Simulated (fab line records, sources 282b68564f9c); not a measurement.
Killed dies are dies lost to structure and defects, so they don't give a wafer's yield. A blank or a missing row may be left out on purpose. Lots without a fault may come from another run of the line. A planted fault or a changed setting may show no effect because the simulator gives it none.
fab line records | flow rit_cmos
record lots=14 wafers=42 last_day=7
route steps=202 shown PLDD@123 PSD@151 CONTACT@177 M1@202
lots that met no fault: from a run of the same line without faults
start_h: hours from the record's first day to the start of the lot's first wafer shown | wait_h: hours since the lot's step before | " the same as in the row above | L1.1+2: a row that stands for several wafers | - no value, or no start given | * or withheld: withheld | < > ~ a bound
route shown NAME@n: a module of which the file shows steps, and the number in the route of the first | usual: mean/standard deviation of fault-free wafers | same: alike in all rows | chamber/n: place in a boat | sites: the reading at each site | _std_site: their standard deviation | _edge_site: outer sites' mean less inner sites' | radius_mm: how far each site lies from the wafer's centre | mask NAME#n: copy n | behind: the tool/chamber that last shaped the wafer | hold: why the lot was held/for how many hours/how that ended | device: the transistor (n, p or np) that didn't switch | end of line: the same wafers' tests at the end of the route | a step without rows: its recipe alone | killed: dies lost to structure and defects at the first sort, not the wafer's yield | map: a wafer's dies, x killed, . not, _ none there
set.NAME: the setting as run; set.NAME@STEP: as run at that earlier step | model.NAME: the simulator's own value behind a step, which no gauge read
steps of the route over a sample of lots; a table a step, a row a wafer
services: from which hour (start_h, from the record's first day; less than 0 if before it) a tool's chamber was out of use, for how many hours, and why
## steps
# step RIT_PLDD_STRIP_09
# recipe chemistry=O2 time_s=180 resist=NOVOLAK platen_temp_c=withheld power_w=500 pressure_mtorr=4000 o2_flow_sccm=4000
# usual drypump_motor_current_A=5.8/0.5
# same time_s=180
# columns lot.wafer tool chamber start_h wait_h drypump_motor_current_A rf_hours_counter_h
L625.4 plasma_asher-01 1 43.34 0.1 6.3 -
L625.5 " 1 " " 6.3 -
L625.6 " 0 " " 5.9 -
L626.2 plasma_asher-01 1 49.73 0.1 6.3 25
L626.5 " 1 " " 6.3 -
L626.6 " 0 " " 5.9 -
L627.2 plasma_asher-03 1 53.52 0.1 5.3 41
L627.4 " 0 " " 6.3 -
L627.5 " 1 " " 5.3 -
L628.1 plasma_asher-01 0 57.88 0.1 5.9 26
L628.5 " 1 " " 6.3 -
L628.6 " 0 " " 5.9 -
L629.1 plasma_asher-03 1 64.32 0.1 5.3 42
L629.4 " 0 " " 6.4 -
L629.6 " 1 " " 5.3 -
L630.1 plasma_asher-03 1 73.13 0.1 5.3 43
L630.4 " 0 " " 6.4 -
L630.6 " 1 " " 5.2 -
L632.2 plasma_asher-01 1 80.12 0.1 6.2 28
L632.3 " 0 " " 5.8 -
L632.4 " 1 " " 6.2 -
L633.1 plasma_asher-03 0 87.58 0.1 6.4 45
L633.3 " 0 " " 6.4 -
L633.4 " 1 " " 5.3 -
L638.2 plasma_asher-01 1 108.71 0.1 6.3 31
L638.4 " 0 " " 5.9 -
L638.5 " 1 " " 6.2 -
L639.1 plasma_asher-03 1 118.74 0.1 5.3 48
L639.3 " 0 " " 6.4 -
L639.4 " 1 " " 5.3 -
L643.2 plasma_asher-01 0 135.87 0.1 5.8 35
L643.4 " 1 " " 6.3 -
L643.5 " 1 " " 6.2 -
L645.1 plasma_asher-03 0 148.71 0.1 6.4 51
L645.2 " 1 " " 5.2 51
L645.3 " 0 " " 6.4 -
L647.1 plasma_asher-03 1 157.77 0.1 5.3 52
L647.2 " 0 " " 6.4 52
L647.5 " 1 " " 5.3 -
L648.1 plasma_asher-03 0 163.30 0.1 6.3 53
L648.2 " 1 " " 5.3 53
L648.4 " 1 " " 5.3 -
# step RIT_PSD_STRIP_09
# recipe chemistry=O2 time_s=180 resist=NOVOLAK platen_temp_c=withheld power_w=500 pressure_mtorr=4000 o2_flow_sccm=4000
# usual drypump_motor_current_A=6.0/0.48
# same time_s=180
# columns lot.wafer tool chamber start_h wait_h drypump_motor_current_A rf_hours_counter_h
L625.4 plasma_asher-03 0 48.83 0.1 6.4 -
L625.5 " 1 " " 5.3 -
L625.6 " 0 " " 6.4 -
L626.2 plasma_asher-01 0 55.20 0.1 5.8 26
L626.5 " 1 " " 6.3 -
L626.6 " 0 " " 5.8 -
L627.2 plasma_asher-01 0 59.27 0.1 5.8 26
L627.4 " 1 " " 6.2 -
L627.5 " 0 " " 5.8 -
L628.1 plasma_asher-03 0 63.39 0.1 6.4 42
L628.5 " 0 " " 6.4 -
L628.6 " 1 " " 5.3 -
L629.1 plasma_asher-02 0 70.16 0.1 6.6 42
L629.4 " 0 " " 6.6 -
L629.6 " 1 " " 5.7 -
L630.1 plasma_asher-01 0 78.63 0.1 5.9 28
L630.4 " 1 " " 6.3 -
L630.6 " 1 " " 6.2 -
L632.2 plasma_asher-03 1 85.76 0.1 5.3 44
L632.3 " 0 " " 6.4 -
L632.4 " 1 " " 5.3 -
L633.1 plasma_asher-03 0 94.03 0.1 6.3 45
L633.3 " 0 " " 6.4 -
L633.4 " 1 " " 5.3 -
L638.2 plasma_asher-01 0 115.66 0.1 5.8 33
L638.4 " 0 " " 5.8 -
L638.5 " 1 " " 6.3 -
L639.1 plasma_asher-01 1 124.32 0.1 6.3 34
L639.3 " 0 " " 5.8 -
L639.4 " 1 " " 6.3 -
L643.2 plasma_asher-02 1 142.59 0.1 5.7 50
L643.4 " 1 " " 5.8 -
L643.5 " 0 " " 6.6 -
L645.1 plasma_asher-03 1 154.23 0.1 5.3 52
L645.2 " 0 " " 6.4 52
L645.3 " 1 " " 5.3 -
L647.1 plasma_asher-02 1 163.46 0.1 5.7 52
L647.2 " 0 " " 6.6 52
L647.5 " 1 " " 5.7 -
L648.1 plasma_asher-03 0 169.18 0.1 6.4 54
L648.2 " 1 " " 5.3 54
L648.4 " 1 " " 5.3 -
# step RIT_SDANNEAL_RS_MEAS_04
# recipe thk_meas_gauge=four-point-probe
# usual PSD_RS=115.8/0.34
# columns lot.wafer tool chamber start_h wait_h PSD_RS[ohm/sq]
L625.4 film_metro-04 - 49.72 0.1 115.5
L625.5 " - " " 116.3
L625.6 " - " " 116.0
L626.2 film_metro-02 - 55.88 0.1 115.7
L626.5 " - " " 116.0
L626.6 " - " " 115.8
L627.2 film_metro-02 - 60.00 0.1 115.4
L627.4 " - " " 115.5
L627.5 " - " " 115.3
L628.1 film_metro-04 - 64.08 0.0 115.7
L628.5 " - " " 115.7
L628.6 " - " " 115.8
L629.1 film_metro-02 - 70.82 0.0 115.9
L629.4 " - " " 116.1
L629.6 " - " " 116.1
L630.1 film_metro-03 - 79.35 0.1 115.7
L630.4 " - " " 115.7
L630.6 " - " " 115.8
L632.2 film_metro-03 - 86.53 0.1 115.8
L632.3 " - " " 115.8
L632.4 " - " " 115.4
L633.1 film_metro-03 - 94.69 0.0 116.1
L633.3 " - " " 115.7
L633.4 " - " " 115.5
L638.2 film_metro-03 - 116.34 0.1 115.1
L638.4 " - " " 114.7
L638.5 " - " " 115.1
L639.1 film_metro-02 - 125.01 0.0 116.1
L639.3 " - " " 116.3
L639.4 " - " " 116.3
L643.2 film_metro-03 - 143.28 0.1 115.5
L643.4 " - " " 116.0
L643.5 " - " " 116.0
L645.1 film_metro-04 - 154.89 0.0 116.0
L645.2 " - " " 116.6
L645.3 " - " " 116.3
L647.1 film_metro-02 - 164.12 0.0 115.9
L647.2 " - " " 115.9
L647.5 " - " " 116.0
L648.1 film_metro-03 - 169.84 0.0 116.2
L648.2 " - " " 116.1
L648.4 " - " " 115.9
# step RIT_CONTACT_OVL_MEAS_09
# usual CONTACT_OVL=-0.8/1.7
# columns lot.wafer tool chamber start_h wait_h CONTACT_OVL[nm]
L625.4 overlay-02 - 52.07 0.1 1.3
L625.5 " - " " -1.4
L625.6 " - " " 0.1
L626.2 overlay-02 - 58.15 0.1 -3.7
L626.5 " - " " -4.6
L626.6 " - " " -4.0
L627.2 overlay-01 - 62.20 0.1 1.4
L627.4 " - " " 1.2
L627.5 " - " " 2.6
L628.1 overlay-02 - 66.33 0.1 -3.7
L628.5 " - " " -3.2
L628.6 " - " " -2.6
L629.1 overlay-02 - 73.22 0.1 3.2
L629.4 " - " " 0.3
L629.6 " - " " -0.1
L630.1 overlay-02 - 81.80 0.1 -0.8
L630.4 " - " " -2.0
L630.6 " - " " -1.1
L632.2 overlay-02 - 88.77 0.1 -1.0
L632.3 " - " " -2.8
L632.4 " - " " -2.6
L633.1 overlay-01 - 96.88 0.1 -3.2
L633.3 " - " " -0.8
L633.4 " - " " -1.6
L638.2 overlay-02 - 118.52 0.1 -2.3
L638.4 " - " " -0.9
L638.5 " - " " -1.0
L639.1 overlay-01 - 127.35 0.1 1.2
L639.3 " - " " 1.5
L639.4 " - " " -0.6
L643.2 overlay-01 - 145.66 0.1 0.9
L643.4 " - " " 0.3
L643.5 " - " " -1.8
L645.1 overlay-02 - 157.22 0.1 -1.6
L645.2 " - " " -1.0
L645.3 " - " " -0.8
L647.1 overlay-02 - 166.32 0.1 0.7
L647.2 " - " " 1.0
L647.5 " - " " 1.5
L648.1 overlay-02 - 172.16 0.1 -1.8
L648.2 " - " " 1.0
L648.4 " - " " -1.1
# step RIT_M1_PROBE_99
# usual killed_at_M0_to_M3=0.0/0.12 killed_at_contacts=0.1/0.24 killed_at_front_end=7.1/3 killed_dies=7.2/3 killed_on_rim=1.9/1.4 killed_open=3.7/2 killed_short=3.5/2
# same gross_dies=264 killed_at_M4_up=0 killed_at_back_side=0 killed_at_other=0
# columns lot.wafer tool chamber start_h wait_h killed_at_M0_to_M3 killed_at_contacts killed_at_front_end killed_dies killed_on_rim killed_open killed_short
L625.4 prober-01 - 57.95 0.2 0 0 6 6 1 3 3
L625.5 prober-01 - 58.00 0.2 0 0 9 9 5 7 2
L625.6 prober-01 - 58.05 0.2 0 0 7 7 0 4 3
L626.2 prober-02 - 64.63 0.1 0 0 11 11 4 6 5
L626.5 prober-02 - 64.78 0.2 0 0 8 8 2 4 4
L626.6 prober-02 - 64.83 0.2 0 0 10 10 1 8 2
L627.2 prober-01 - 67.72 0.1 0 0 6 6 3 4 2
L627.4 prober-01 - 67.82 0.2 0 0 5 5 2 3 2
L627.5 prober-01 - 67.87 0.2 0 0 4 4 0 2 2
L628.1 prober-02 - 72.86 0.1 0 0 2 2 2 2 0
L628.5 prober-02 - 73.06 0.2 0 1 4 5 1 3 2
L628.6 prober-02 - 73.11 0.2 0 0 1 1 0 1 0
L629.1 prober-01 - 78.58 0.1 0 0 6 6 0 4 2
L629.4 prober-01 - 78.73 0.2 0 0 8 8 3 5 3
L629.6 prober-01 - 78.83 0.2 0 0 6 6 1 3 3
L630.1 prober-02 - 87.43 0.1 0 0 9 9 3 1 8
L630.4 prober-02 - 87.58 0.2 0 0 7 7 1 5 2
L630.6 prober-02 - 87.68 0.2 0 0 9 9 3 4 5
L632.2 prober-02 - 94.89 0.1 0 0 7 7 1 1 6
L632.3 prober-02 - 94.94 0.2 0 0 1 1 1 0 1
L632.4 prober-02 - 94.99 0.2 0 0 5 5 0 2 3
L633.1 prober-01 - 102.77 0.1 0 0 8 8 3 4 4
L633.3 prober-01 - 102.87 0.2 0 0 8 8 3 5 3
L633.4 prober-01 - 102.92 0.2 0 0 5 5 3 3 2
L638.2 prober-02 - 124.44 0.1 0 0 21 21 8 2 4
L638.4 prober-02 - 124.54 0.2 0 0 23 23 10 5 5
L638.5 prober-02 - 124.59 0.2 0 0 6 6 0 3 3
L639.1 prober-01 - 135.87 0.1 0 0 18 18 4 9 9
L639.3 prober-01 - 135.97 0.2 0 0 18 18 10 4 2
L639.4 prober-01 - 136.02 0.2 0 1 2 3 0 2 1
L643.2 prober-01 - 151.11 0.1 0 0 3 3 2 3 0
L643.4 prober-01 - 151.21 0.2 0 0 9 9 2 4 5
L643.5 prober-01 - 151.26 0.2 0 0 5 5 2 4 1
L645.1 prober-01 - 163.64 0.1 0 0 9 9 2 6 3
L645.2 prober-01 - 163.69 0.1 0 0 8 8 1 1 7
L645.3 prober-01 - 163.74 0.2 0 0 10 10 3 3 7
L647.1 prober-01 - 171.55 0.1 1 0 6 7 2 4 3
L647.2 prober-01 - 171.60 0.1 0 0 9 9 2 6 3
L647.5 prober-01 - 171.75 0.2 0 0 7 7 2 5 2
L648.1 prober-02 - 177.62 0.1 0 0 11 11 2 4 7
L648.2 prober-02 - 177.67 0.1 0 1 10 11 3 7 4
L648.4 prober-02 - 177.77 0.2 0 0 6 6 4 2 4
# killed by level:class
L625.4 GATE:geometric_particle:open=2 FOX1:geometric_particle:short=1 FOX2:geometric_particle:open=1 GATE:geometric_particle:short=1 REOX:geometric_particle:short=1
L625.5 GATE:geometric_particle:open=4 FOX2:geometric_particle:open=3 REOX:geometric_particle:short=1 SPACER:geometric_particle:short=1
L625.6 FOX1:geometric_particle:open=2 FOX2:geometric_particle:open=1 REOX:geometric_particle:short=1 REOX:geometric_particle:open=1 SPACER:geometric_particle:short=1 SILICIDE:geometric_particle:short=1
L626.2 GATE:geometric_particle:short=3 GATE:geometric_particle:open=3 FOX1:geometric_particle:open=2 FOX1:geometric_particle:short=2 SPACER:geometric_particle:open=1
L626.5 GATE:geometric_particle:short=2 FOX1:geometric_particle:short=1 FOX1:geometric_particle:open=1 GATE:geometric_particle:open=1 REOX:geometric_particle:open=1 SPACER:geometric_particle:open=1 SILICIDE:geometric_particle:short=1
L626.6 GATE:geometric_particle:open=3 FOX1:geometric_particle:open=2 SPACER:geometric_particle:open=2 FOX1:geometric_particle:short=1 FOX2:geometric_particle:open=1 SPACER:geometric_particle:short=1
L627.2 GATE:geometric_particle:open=2 FOX2:geometric_particle:open=1 SPACER:geometric_particle:short=1 SILICIDE:geometric_particle:open=1 SILICIDE:geometric_particle:short=1
L627.4 GATE:geometric_particle:open=2 FOX2:geometric_particle:short=1 SPACER:geometric_particle:open=1 SILICIDE:geometric_particle:short=1
L627.5 GATE:geometric_particle:open=2 FOX1:geometric_particle:short=1 GATE:geometric_particle:short=1
L628.1 GATE:geometric_particle:open=1 SPACER:geometric_particle:open=1
L628.5 FOX1:geometric_particle:open=2 GATE:geometric_particle:short=1 SILICIDE:geometric_particle:open=1 CONTACT:geometric_particle:short=1
L628.6 FOX1:geometric_particle:open=1
L629.1 GATE:geometric_particle:short=2 GATE:geometric_particle:open=2 SILICIDE:geometric_particle:open=2
L629.4 GATE:geometric_particle:open=4 GATE:geometric_particle:short=3 REOX:geometric_particle:open=1
L629.6 GATE:geometric_particle:short=3 FOX1:geometric_particle:open=1 GATE:geometric_particle:open=1 SPACER:geometric_particle:open=1
L630.1 GATE:geometric_particle:short=4 SPACER:geometric_particle:short=2 FOX2:geometric_particle:short=1 SILICIDE:geometric_particle:short=1 SILICIDE:geometric_particle:open=1
L630.4 SPACER:geometric_particle:open=4 GATE:geometric_particle:short=2 FOX2:geometric_particle:open=1
L630.6 GATE:geometric_particle:short=3 GATE:geometric_particle:open=2 FOX1:geometric_particle:short=1 REOX:geometric_particle:open=1 SPACER:geometric_particle:short=1 SPACER:geometric_particle:open=1
L632.2 FOX2:geometric_particle:short=2 GATE:geometric_particle:short=2 GATE:geometric_particle:open=1 REOX:geometric_particle:short=1 SILICIDE:geometric_particle:short=1
L632.3 FOX1:geometric_particle:short=1
L632.4 GATE:geometric_particle:short=2 FOX1:geometric_particle:open=1 FOX2:geometric_particle:short=1 GATE:geometric_particle:open=1
L633.1 REOX:geometric_particle:open=3 GATE:geometric_particle:short=1 GATE:geometric_particle:open=1 REOX:geometric_particle:short=1 SPACER:geometric_particle:short=1 SILICIDE:geometric_particle:short=1
L633.3 REOX:geometric_particle:open=2 FOX1:geometric_particle:short=1 GATE:geometric_particle:open=1 GATE:geometric_particle:short=1 REOX:geometric_particle:short=1 SPACER:geometric_particle:open=1 SILICIDE:geometric_particle:open=1
L633.4 SPACER:geometric_particle:open=2 FOX1:geometric_particle:open=1 GATE:geometric_particle:short=1 REOX:geometric_particle:short=1
L638.2 PSD:unspecified=15 GATE:geometric_particle:short=2 SPACER:geometric_particle:short=2 GATE:geometric_particle:open=1 SILICIDE:geometric_particle:open=1
L638.4 PSD:unspecified=13 REOX:geometric_particle:short=3 GATE:geometric_particle:short=2 REOX:geometric_particle:open=2 FOX1:geometric_particle:open=1 FOX2:geometric_particle:open=1 GATE:geometric_particle:open=1
L638.5 GATE:geometric_particle:open=2 FOX1:geometric_particle:short=1 GATE:geometric_particle:short=1 REOX:geometric_particle:short=1 SILICIDE:geometric_particle:open=1
L639.1 GATE:geometric_particle:open=6 GATE:geometric_particle:short=4 FOX1:geometric_particle:open=2 FOX1:geometric_particle:short=2 FOX2:geometric_particle:open=1 REOX:geometric_particle:short=1 SPACER:geometric_particle:short=1 SILICIDE:geometric_particle:short=1
L639.3 PSD:unspecified=12 GATE:geometric_particle:open=2 FOX1:geometric_particle:open=1 FOX2:geometric_particle:open=1 GATE:geometric_particle:short=1 SILICIDE:geometric_particle:short=1
L639.4 GATE:geometric_particle:open=1 GATE:geometric_particle:short=1 CONTACT:geometric_particle:open=1
L643.2 SILICIDE:geometric_particle:open=2 GATE:geometric_particle:open=1
L643.4 GATE:geometric_particle:open=3 REOX:geometric_particle:short=2 GATE:geometric_particle:short=1 REOX:geometric_particle:open=1 SPACER:geometric_particle:short=1 SILICIDE:geometric_particle:short=1
L643.5 FOX2:geometric_particle:open=1 GATE:geometric_particle:open=1 SPACER:geometric_particle:open=1 SPACER:geometric_particle:short=1 SILICIDE:geometric_particle:open=1
L645.1 SPACER:geometric_particle:open=3 GATE:geometric_particle:short=2 FOX2:geometric_particle:open=1 GATE:geometric_particle:open=1 REOX:geometric_particle:short=1 REOX:geometric_particle:open=1
L645.2 GATE:geometric_particle:short=4 FOX1:geometric_particle:short=2 GATE:geometric_particle:open=1 SPACER:geometric_particle:short=1
L645.3 FOX1:geometric_particle:short=3 GATE:geometric_particle:short=2 FOX2:geometric_particle:short=1 GATE:geometric_particle:open=1 REOX:geometric_particle:short=1 REOX:geometric_particle:open=1 SPACER:geometric_particle:open=1
L647.1 SILICIDE:geometric_particle:open=2 GATE:geometric_particle:short=1 GATE:geometric_particle:open=1 SPACER:geometric_particle:short=1 SPACER:geometric_particle:open=1 M1:geometric_particle:short=1
L647.2 GATE:geometric_particle:open=4 GATE:geometric_particle:short=2 REOX:geometric_particle:short=1 REOX:geometric_particle:open=1 SILICIDE:geometric_particle:open=1
L647.5 GATE:geometric_particle:open=4 GATE:geometric_particle:short=1 SPACER:geometric_particle:short=1 SILICIDE:geometric_particle:open=1
L648.1 GATE:geometric_particle:open=3 GATE:geometric_particle:short=3 FOX1:geometric_particle:open=1 FOX2:geometric_particle:short=1 REOX:geometric_particle:short=1 SPACER:geometric_particle:short=1 SILICIDE:geometric_particle:short=1
L648.2 GATE:geometric_particle:open=3 FOX2:geometric_particle:short=2 FOX1:geometric_particle:open=1 FOX2:geometric_particle:open=1 GATE:geometric_particle:short=1 SPACER:geometric_particle:short=1 SILICIDE:geometric_particle:open=1 CONTACT:geometric_particle:open=1
L648.4 FOX2:geometric_particle:short=2 GATE:geometric_particle:open=2 REOX:geometric_particle:short=1 SILICIDE:geometric_particle:short=1
## services
# columns tool chamber start_h hours kind
plasma_asher-03 - 20.85 0.4 repair
plasma_asher-02 - 34.92 0.8 repair
plasma_asher-03 - 66.92 2.8 pm
## key
first_sign step=RIT_M1_PROBE_99 reading=killed_at_front_end direction=up sigmas=4.6 usual=7.1 struck=20.7
effect step=RIT_M1_PROBE_99 reading=killed_dies direction=up sigmas=4.5 usual=7.2 struck=20.7
met_at RIT_PSD_STRIP_09
struck_lots L638,L639
struck_wafers L638.2,L638.4,L639.3
tester_left_out L638,L639
not_acting_at RIT_PLDD_STRIP_09,RIT_SDANNEAL_RS_MEAS_04,RIT_CONTACT_OVL_MEAS_09
onset_between 78.63 115.66
fault kind=chamber_particle_source tool=plasma_asher-01 chamber=0 onset_h=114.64 steps=RIT_PSD_STRIP_09 rate_per_visit_cm2=1.5096 end_h=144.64
# tester_left_out: of these lots the tester's yield and bins aren't shown, on N5 and GAA mostly nor the transistor test; their killed dies are dies lost to structure and defects alone, not to doping, threshold or leakage, so they don't give the yield
